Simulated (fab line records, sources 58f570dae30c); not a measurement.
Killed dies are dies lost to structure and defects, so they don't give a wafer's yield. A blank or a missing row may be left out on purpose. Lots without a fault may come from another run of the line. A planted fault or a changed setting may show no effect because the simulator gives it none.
fab line records | flow berkeley_cmos170
record lots=6 wafers=18 last_day=10
route steps=331 shown GATE@129
lots that met no fault: from a run of the same line without faults
start_h: hours from the record's first day to the start of the lot's first wafer shown | wait_h: hours since the lot's step before | " the same as in the row above | L1.1+2: a row that stands for several wafers | - no value, or no start given | * or withheld: withheld | < > ~ a bound
route shown NAME@n: a module of which the file shows steps, and the number in the route of the first | usual: mean/standard deviation of fault-free wafers | same: alike in all rows | chamber/n: place in a boat | sites: the reading at each site | _std_site: their standard deviation | _edge_site: outer sites' mean less inner sites' | radius_mm: how far each site lies from the wafer's centre | mask NAME#n: copy n | behind: the tool/chamber that last shaped the wafer | hold: why the lot was held/for how many hours/how that ended | device: the transistor (n, p or np) that didn't switch | end of line: the same wafers' tests at the end of the route | a step without rows: its recipe alone | killed: dies lost to structure and defects at the first sort, not the wafer's yield | map: a wafer's dies, x killed, . not, _ none there
set.NAME: the setting as run; set.NAME@STEP: as run at that earlier step | model.NAME: the simulator's own value behind a step, which no gauge read
lots at some steps of the route; a table a step, a row a wafer
services: from which hour (start_h, from the record's first day; less than 0 if before it) a tool's chamber was out of use, for how many hours, and why
## steps
# step UCB170_GATE_ANNEAL_03
# recipe temp_c=900 time_s=1800 ambient=N2
# step UCB170_GATE_CVD_04
# recipe material=poly-Si temp_c=610 precursor=SiH4 time_s=1440 pressure_mtorr=375 target_thk_nm=214 sih4_flow_sccm=120
# step UCB170_GATE_THK_MEAS_05
# recipe reads=poly-Si_of_GATE_CVD_04
# usual GATE_POLY_THK=213.5/2.1
# columns lot.wafer tool chamber start_h wait_h GATE_POLY_THK[nm]
L479.2 film_metro-03 - 138.19 0.0 208.6
L479.3 " - " " 207.2
L479.6 " - " " 209.8
L483.3 film_metro-03 - 166.25 0.0 215.0
L483.5 " - " " 216.5
L483.6 " - " " 215.2
L486.2 film_metro-01 - 166.30 0.1 217.3
L486.4 " - " " 217.2
L486.5 " - " " 217.1
L488.1 film_metro-03 - 184.95 0.0 213.3
L488.2 " - " " 214.5
L488.3 " - " " 213.4
L491.1 film_metro-04 - 196.11 0.0 213.7
L491.2 " - " " 212.4
L491.3 " - " " 214.1
L492.1 film_metro-04 - 203.52 0.0 212.3
L492.3 " - " " 215.4
L492.6 " - " " 213.2
# step UCB170_GATE_COAT_06
# recipe resist=BARC temp_c=withheld time_s=withheld spin_rpm=3000 resist_thk_nm=withheld
# step UCB170_GATE_COAT_07
# recipe resist=KrF spin_rpm=1500 resist_thk_nm=900
# step UCB170_GATE_SOFTBAKE_08
# recipe resist=KrF temp_c=130 time_s=60
# step UCB170_GATE_EXPOSE_09
# recipe mask_id=POLY target_cd_nm=350 na=0.5 sigma_outer=0.6 source_shape=conventional dose_mj=21
# step UCB170_GATE_PEB_10
# recipe peb_temp_c=130 peb_time_s=withheld resist=KrF
# step UCB170_GATE_DEVELOP_11
# recipe developer=TMAH develop_time_s=45 resist=KrF dev_temp_c=21
# step UCB170_GATE_CD_MEAS_12
# recipe target_cd_nm=350
# usual cd_nm=350.3/1.4
# columns lot.wafer tool chamber start_h wait_h cd_nm
L479.2 cd_sem-01 - 139.73 - 351.7
L479.3 " - " " 351.7
L479.6 " - " " 350.8
L483.3 cd_sem-02 - 167.50 - 352.1
L483.5 " - " " 351.7
L483.6 " - " " 351.2
L486.2 cd_sem-02 - 167.96 - 348.6
L486.4 " - " " 347.8
L486.5 " - " " 348.4
L488.1 cd_sem-02 - 186.09 - 349.0
L488.2 " - " " 350.4
L488.3 " - " " 349.9
L491.1 cd_sem-01 - 197.14 - 352.0
L491.2 " - " " 352.7
L491.3 " - " " 353.4
L492.1 cd_sem-01 - 205.16 - 350.1
L492.3 " - " " 348.5
L492.6 " - " " 350.4
# step UCB170_GATE_OVL_MEAS_13
# usual GATE_OVL=-1/5.1
# columns lot.wafer tool chamber start_h wait_h GATE_OVL[nm]
L479.2 overlay-01 - 139.83 0.1 3
L479.3 " - " " -1
L479.6 " - " " 8
L483.3 overlay-02 - 167.59 0.1 -12
L483.5 " - " " -7
L483.6 " - " " -4
L486.2 overlay-01 - 168.07 0.1 -6
L486.4 " - " " -10
L486.5 " - " " -2
L488.1 overlay-02 - 186.21 0.1 2
L488.2 " - " " 2
L488.3 " - " " -2
L491.1 overlay-02 - 197.26 0.1 5
L491.2 " - " " -1
L491.3 " - " " 3
L492.1 overlay-01 - 205.28 0.1 -5
L492.3 " - " " -6
L492.6 " - " " -6
# step UCB170_GATE_ETCH_14
# recipe chemistry=N2/H2 target_depth_a=withheld overetch_a=withheld target=BARC time_s=withheld source_w=500 bias_w=100 pressure_mtorr=30 n2_flow_sccm=100 h2_flow_sccm=200
# usual drypump_motor_current_A=5.9/0.53 oes_product_au=0.998/0.02 throttle_valve_pct=13.27/0.16
# columns lot.wafer tool chamber start_h wait_h drypump_motor_current_A oes_product_au throttle_valve_pct
L479.2 rie_diel-03 3 139.86 0.0 6.0 1.041 13.42
L479.3 " 2 " " 5.6 1.007 13.25
L479.6 " 3 " " 6.0 1.031 13.43
L483.3 rie_diel-02 0 167.62 0.0 5.7 0.989 13.04
L483.5 " 1 " " 5.7 0.993 13.20
L483.6 " 0 " " 5.7 1.000 13.01
L486.2 rie_diel-04 1 168.10 0.0 5.6 1.002 13.06
L486.4 " 2 " " 6.7 0.995 13.05
L486.5 " 2 " " 6.7 0.990 13.06
L488.1 rie_diel-02 0 186.24 0.0 5.7 1.001 13.04
L488.2 " 1 " " 5.7 1.007 13.22
L488.3 " 2 " " 5.4 0.959 13.40
L491.1 rie_diel-03 2 197.29 0.0 5.6 1.001 13.26
L491.2 " 3 " " 6.0 1.043 13.44
L491.3 " 1 " " 5.7 0.992 13.34
L492.1 rie_diel-04 1 205.31 0.0 5.6 1.007 13.10
L492.3 " 3 " " 6.3 1.001 13.40
L492.6 " 3 " " 6.3 1.006 13.41
# step UCB170_GATE_ETCH_15
# recipe chemistry=HBr/Cl2 target=poly-Si stop_on=SiO2 over_etch_frac=0.3 icp_w=300 bias_w=150 time_s=56.3 pressure_mtorr=15 HBr_flow_sccm=150 Cl2_flow_sccm=50 target_depth_a=2782
# usual drypump_motor_current_A=5.70/0.28 oes_product_au=0.824/0.015 run_length_s=84.6/0.4 throttle_valve_pct=26.49/0.22
# columns lot.wafer tool chamber start_h wait_h drypump_motor_current_A oes_product_au rf_hours_counter_h run_length_s throttle_valve_pct model.etch.depth_nm model.GATE.feature_depth_nm model.KrF_of_GATE_COAT_07.thk_nm
L479.2 rie_si-01 1 139.91 - 5.51 0.810 7 84.6 26.13 208.5 208.5 774.9
L479.3 " 0 " " 5.92 0.794 20 84.0 26.72 207.3 207.3 775.4
L479.6 " 0 " " 5.90 0.800 - 84.0 26.72 209.7 209.8 775.1
L483.3 rie_si-02 0 167.66 - 5.60 0.802 0 84.2 26.75 215.2 215.2 776.9
L483.5 " 2 " " 5.98 0.835 - 84.2 26.36 216.4 216.4 777.2
L483.6 " 1 " " 5.90 0.845 - 85.0 26.47 215.1 215.1 776.7
L486.2 rie_si-02 2 168.14 - 5.99 0.834 93 84.3 26.35 217.2 217.2 772.6
L486.4 " 0 " " 5.62 0.955 0 61.9 26.74 164.4 164.4 815.9
L486.5 " 0 " " 5.60 0.962 - 62.1 26.75 165.5 165.5 820.2
L488.1 rie_si-02 0 186.29 - 5.59 0.951 0 62.1 26.74 163.1 163.1 821.7
L488.2 " 3 " " 5.78 0.815 56 85.0 26.41 214.4 214.4 773.1
L488.3 " 2 " " 5.95 0.838 93 84.2 26.35 213.4 213.4 775.2
L491.1 rie_si-01 0 197.33 - 5.92 0.819 21 84.0 26.72 213.6 213.6 775.7
L491.2 " 1 " " 5.52 0.814 7 84.3 26.13 212.6 212.6 775.2
L491.3 " 2 " " 5.12 0.852 22 84.9 26.73 214.1 214.1 774.9
L492.1 rie_si-01 2 205.36 - 5.11 0.841 22 84.6 26.70 212.2 212.2 770.2
L492.3 " 3 " " 5.97 0.835 0 84.8 26.30 215.4 215.4 770.6
L492.6 " 2 " " 5.11 0.840 - 84.3 26.72 213.2 213.2 772.1
# step UCB170_GATE_STRIP_16
# recipe chemistry=O2 power_w=400 pressure_mtorr=3500 platen_temp_c=withheld o2_flow_sccm=400 overash_fraction=0.5
# usual drypump_motor_current_A=5.7/0.54 oes_product_au=0.724/0.0041
# columns lot.wafer tool chamber start_h wait_h drypump_motor_current_A oes_product_au rf_hours_counter_h
L479.2 plasma_asher-03 1 139.95 0.0 5.3 0.722 40
L479.3 " 1 " " 5.3 0.717 -
L479.6 " 1 " " 5.4 0.725 -
L483.3 plasma_asher-03 0 167.74 0.1 5.2 0.726 -
L483.5 " 0 " " 5.2 0.724 -
L483.6 " 1 " " 5.3 0.728 -
L486.2 plasma_asher-01 0 168.19 0.0 5.1 0.723 46
L486.4 " 1 " " 6.2 0.731 -
L486.5 " 0 " " 5.1 0.724 -
L488.1 plasma_asher-02 0 186.33 0.0 5.3 0.728 42
L488.2 " 1 " " 6.4 0.718 42
L488.3 " 1 " " 6.4 0.722 -
L491.1 plasma_asher-01 1 197.38 0.0 6.2 0.725 49
L491.2 " 0 " " 5.1 0.721 49
L491.3 " 0 " " 5.1 0.725 -
L492.1 plasma_asher-02 1 205.40 0.0 6.4 0.718 44
L492.3 " 1 " " 6.4 0.719 -
L492.6 " 1 " " 6.4 0.721 -
## services
# columns tool chamber start_h hours kind
rie_si-01 3 130.90 - clean
rie_si-01 3 130.90 22.7 scheduled_down
rie_si-01 3 130.90 22.7 vent_cycle
rie_diel-04 - 143.42 3.1 repair
rie_si-02 - 155.65 4.3 pm
rie_diel-04 - 173.37 0.3 repair
rie_diel-03 0 189.13 8.9 repair
rie_si-02 - 193.14 0.3 repair
## key
first_sign step=UCB170_GATE_ETCH_15 reading=run_length_s direction=down sigmas=56 usual=* struck=*
effect step=UCB170_GATE_ETCH_15 reading=oes_product_au direction=up sigmas=9 usual=0.824 struck=0.956
model_effect step=UCB170_GATE_ETCH_15 value=etch.depth_nm without=215.9 struck=164.3
met_at UCB170_GATE_ETCH_15
struck_wafers L486.4,L486.5,L488.1
later_rows_left_out L486.4,L486.5,L488.1
sort_left_out L486.4,L486.5,L488.1
tester_left_out L486,L488
onset_between 167.66 168.14
fault kind=process_parameter_drift tool=rie_si-02 chamber=0 onset_h=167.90 steps=UCB170_GATE_ETCH_15 channel=time_s offset=* shape=step end_h=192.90 stated=*
# tester_left_out: of these lots the tester's yield and bins aren't shown, on N5 and GAA mostly nor the transistor test; their killed dies are dies lost to structure and defects alone, not to doping, threshold or leakage, so they don't give the yield
# sort_left_out: the simulated sort isn't trusted on such a fault, so these wafers' sort isn't shown, and their yield isn't known
# later_rows_left_out: the simulator's readings of these wafers behind a module that went badly wrong aren't trusted and aren't shown, but for the sort
